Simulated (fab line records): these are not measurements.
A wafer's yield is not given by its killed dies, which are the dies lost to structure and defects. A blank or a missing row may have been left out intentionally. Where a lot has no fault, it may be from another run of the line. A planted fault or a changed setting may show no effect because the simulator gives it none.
One fault seen from 2 desks ; flow berkeley-cmos170 ; only its own numbers are on each desk; what lay behind them is given at the end

FOR THE TOOL OWNER'S DESK: implanter-03
The tool's own readings at UCB170_PLDD_IMPLANT_09: means of the sampled wafers that have a number, for each lot that ran on this tool. Any lot whose mean is over 4 standard deviations away from the usual mean is out of limits and marked OUT; that distance is given in the brackets.
Columns: A = beam-energy-keV at UCB170_PLDD_IMPLANT_09, usual 9.9995
lot;first seen here;A
L315;day 6 01:38;10.0020
L326;day 8 02:40;9.9992
L323;day 8 03:50;10.0010
L325;day 8 19:49;9.9992
L332;day 10 05:32;9.7808 (-81) OUT
L335;day 10 15:21;9.7827 (-80) OUT
This desk finds L332, L335 out of limits, L332 being first, at day 10 05:32 (beam-energy-keV at UCB170_PLDD_IMPLANT_09). L315, L326, L323, L325: within limits.

METROLOGY DESK
What the gauges read, lot by lot, whatever tool the lot ran on: means of the sampled wafers that have a number. Any lot whose mean is over 4 standard deviations away from the usual mean is out of limits and marked OUT; that distance is given in the brackets.
Columns: A = FIELD_OXIDE_LEFT_1_THK at UCB170_FIELD_THK_MEAS_90, usual 441 nm; B = M3_AL_RS at UCB170_M3_RS_MEAS_02, usual 0.0323 ohm/sq
lot;first seen here;A;B
L315;day 4 21:14;437;0.0325
L316;day 5 06:03;440;0.0322
L320;day 5 23:59;440;0.0321
L322;day 6 09:37;445;0.0321
L321;day 6 16:50;432;0.0322
L323;day 6 16:50;450;0.0319
L324;day 6 20:21;439;0.0320
L326;day 6 20:22;439;0.0321
L325;day 7 09:03;443;0.0323
L327;day 7 09:03;447;0.0319
L332;day 8 17:57;438;0.0320
L335;day 9 07:51;433;0.0321
L336;day 9 07:51;447;0.0322
L338;day 9 17:47;442;0.0320
This desk's finding: nothing out of limits on any of the 14 lots.

PUT TOGETHER
The tool owner's desk could have raised an alarm at day 10 05:32, on L332, L335.
Nothing out of limits was seen by the metrology desk.
The metrology desk has L332, L335 on record, within its limits.
Every lot named ran UCB170_PLDD_IMPLANT_09 on implanter-03.

WHAT HAD BEEN PUT IN BY THE SIMULATOR
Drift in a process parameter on implanter-03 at UCB170_PLDD_IMPLANT_09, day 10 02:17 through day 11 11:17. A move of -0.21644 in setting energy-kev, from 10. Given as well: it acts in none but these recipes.
Struck lots among those shown: L332, L335.
Delay in hours, fault start to first out-of-limits reading, by desk: the tool owner's desk at 3.
